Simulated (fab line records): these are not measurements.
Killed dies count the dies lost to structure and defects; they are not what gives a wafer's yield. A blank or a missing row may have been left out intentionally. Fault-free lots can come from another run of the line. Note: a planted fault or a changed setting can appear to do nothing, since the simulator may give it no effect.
The same fault as seen by 2 desks    flow berkeley-cmos170    each desk holds nothing but its own numbers, with what lay behind them at the end

DESK OF THE TOOL OWNER: pvd-sputter-01
The tool's own readings at UCB170_M2_SPUTTER_01 (material Al, target thk 900 nm, time 120 s): means of the sampled wafers that have a number, for each lot that ran on this tool. Marked OUT: a lot whose mean sits more than 4 standard deviations from the usual mean, which makes it out of limits; the brackets give that distance.
Columns: A = cathode-dc-power-W at UCB170_M2_SPUTTER_01, usual 5999.9 W; B = throttle-valve-pct at UCB170_M2_SPUTTER_01, usual 30.0 %
lot   first seen here  A       B
L833  day 8 13:19      6000.1  30.1
L837  day 8 21:17      6000.1  29.8
L840  day 9 18:42      5998.8  30.1
L844  day 11 00:25     6000.6  29.9
L851  day 12 04:25     6000.6  30.3
Finding of this desk: none of the 5 lots has anything out of limits.

AT THE METROLOGY DESK
What the gauges read, lot by lot, whatever tool the lot ran on: means of the sampled wafers that have a number. Marked OUT: a lot whose mean sits more than 4 standard deviations from the usual mean, which makes it out of limits; the brackets give that distance.
Columns: A = M2_AL_RS at UCB170_M2_RS_MEAS_02, usual 0.0322 ohm/sq; B = M2_AL_THK at UCB170_M2_THK_MEAS_03, usual 920 nm
lot   first seen here  A       B
L832  day 8 12:43      0.0323  921
L833  day 8 13:28      0.0319  932
L834  day 8 19:59      0.0318  927
L837  day 8 21:25      0.0321  926
L835  day 8 22:44      0.0325  915
L836  day 8 23:55      0.0320  928
L840  day 9 18:50      0.0325  906
L841  day 10 02:36     0.0324  909
L844  day 11 00:32     0.0327  912
L843  day 11 01:06     0.0326  905
L845  day 11 15:22     0.0327  900
L850  day 12 04:22     0.0327  910
L851  day 12 04:29     0.0313  946
Finding of this desk: none of the 13 lots has anything out of limits.

BROUGHT TOGETHER
The desk of the tool owner found nothing out of limits.
At the metrology desk, nothing out of limits was observed.

WHAT HAD BEEN PUT IN BY THE SIMULATOR
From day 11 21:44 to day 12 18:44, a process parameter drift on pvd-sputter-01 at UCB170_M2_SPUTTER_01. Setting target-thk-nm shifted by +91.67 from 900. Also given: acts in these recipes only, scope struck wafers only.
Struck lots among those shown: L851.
